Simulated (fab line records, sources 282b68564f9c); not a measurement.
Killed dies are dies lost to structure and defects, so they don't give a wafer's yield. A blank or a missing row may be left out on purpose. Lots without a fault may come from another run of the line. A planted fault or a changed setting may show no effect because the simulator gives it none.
Split-lot experiment | flow rit_cmos | 5 lots, 23 wafers read, on a route of 202 steps

THE SPLIT
At RIT_PSD_IMPLANT_08, the setting energy_kev was moved away from the recipe's 27 on 8 of the 23 wafers read, by -4.0% to +2.5%. The other wafers ran this setting at the recipe's value.

FROM THE SPLIT TO THE READING: what the file shows between them, 3 steps
- RIT_PSD_STRIP_09: strips in O2, time 180 s
- RIT_SDANNEAL_CLEAN_02: cleans in SC2, time 600 s
- RIT_SDANNEAL_RTA_03: time 5 s

THE READING
PSD_RS, in ohm/sq, at RIT_SDANNEAL_RS_MEAS_04 (measures by four-point-probe). Fault-free wafers of this fab line usually give 115.9 ohm/sq, standard deviation 0.31 ohm/sq.

wafer  | tool, chamber at the split | energy_kev as run | against the recipe | PSD_RS, ohm/sq | against lot-mates on the recipe
L074.1 | implanter-04, 0            | 27.68             | +2.5%              | 114.5          | -1.4
L074.2 | implanter-04, 0            | 27.68             | +2.5%              | 114.8          | -1.1
L074.3 | implanter-04, 0            | 27.68             | +2.5%              | 114.6          | -1.3
L074.4 | implanter-04, 0            | 27                | recipe             | 115.8          | -
L074.5 | implanter-04, 0            | 27                | recipe             | 116.0          | -
L075.1 | implanter-02, 0            | 26.55             | -1.7%              | 117.0          | +0.8
L075.2 | implanter-02, 0            | 26.55             | -1.7%              | 117.5          | +1.3
L075.3 | implanter-02, 0            | 26.55             | -1.7%              | 117.3          | +1.1
L075.4 | implanter-02, 0            | 27                | recipe             | 116.0          | -
L075.5 | implanter-02, 0            | 27                | recipe             | 116.4          | -
L078.1 | implanter-02, 0            | 27                | recipe             | 115.9          | -
L078.4 | implanter-02, 0            | 27                | recipe             | 115.9          | -
L078.6 | implanter-02, 0            | 27                | recipe             | 116.0          | -
L083.1 | implanter-02, 0            | 27                | recipe             | 116.1          | -
L083.3 | implanter-02, 0            | 27                | recipe             | 116.2          | -
L083.4 | implanter-02, 0            | 27                | recipe             | 116.0          | -
L083.5 | implanter-02, 0            | 27                | recipe             | 116.1          | -
L083.6 | implanter-02, 0            | 27                | recipe             | 116.2          | -
L085.1 | implanter-02, 0            | 27                | recipe             | 115.6          | -
L085.2 | implanter-02, 0            | 25.93             | -4.0%              | 118.4          | +2.6
L085.4 | implanter-02, 0            | 27                | recipe             | 115.9          | -
L085.5 | implanter-02, 0            | 25.93             | -4.0%              | 118.4          | +2.6
L085.6 | implanter-02, 0            | 27                | recipe             | 115.9          | -

THE FIT
A straight line over all 23 wafers: PSD_RS changes by -0.602 ohm/sq for each +1% of energy_kev; r = -0.98; the points scatter about the line by 0.2 ohm/sq.
The same after taking each lot's own level away (the mean of its wafers on the recipe; 23 wafers): -0.599 ohm/sq for each +1%; r = -0.99; scatter 0.17 ohm/sq.
On that fit, the largest move of energy_kev shifts the reading by 2.4 ohm/sq.
The lots' own levels span 115.80 to 116.20 ohm/sq, that is 1.3 times the standard deviation above.
So the lot-to-lot level changes the slope little: the two slopes agree.
Check: with one of the wafers moved furthest among these (-4.0%) left out of the fit, the line predicts +2.37 ohm/sq for it against its lot-mates. It came out at +2.6 ohm/sq against them.

OTHER SPLITS ON THESE WAFERS
These wafers also went through other splits before the reading. Each is held against what the fit with the lots' levels taken away leaves over:
other split on the same wafers | wafers away from the commonest value | r with PSD_RS (lot level and that fit taken away)
RIT_NLDD_COAT_01 spin_rpm      | 7                                    | -0.25
RIT_NLDD_IMPLANT_08 energy_kev | 7                                    | +0.05
RIT_SPACER_ETCHBACK_05 time_s  | 11                                   | -0.16

THE FILE'S OWN FIT
PSD_RS changes by -0.628 ohm/sq for each +1% of energy_kev, r = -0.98.
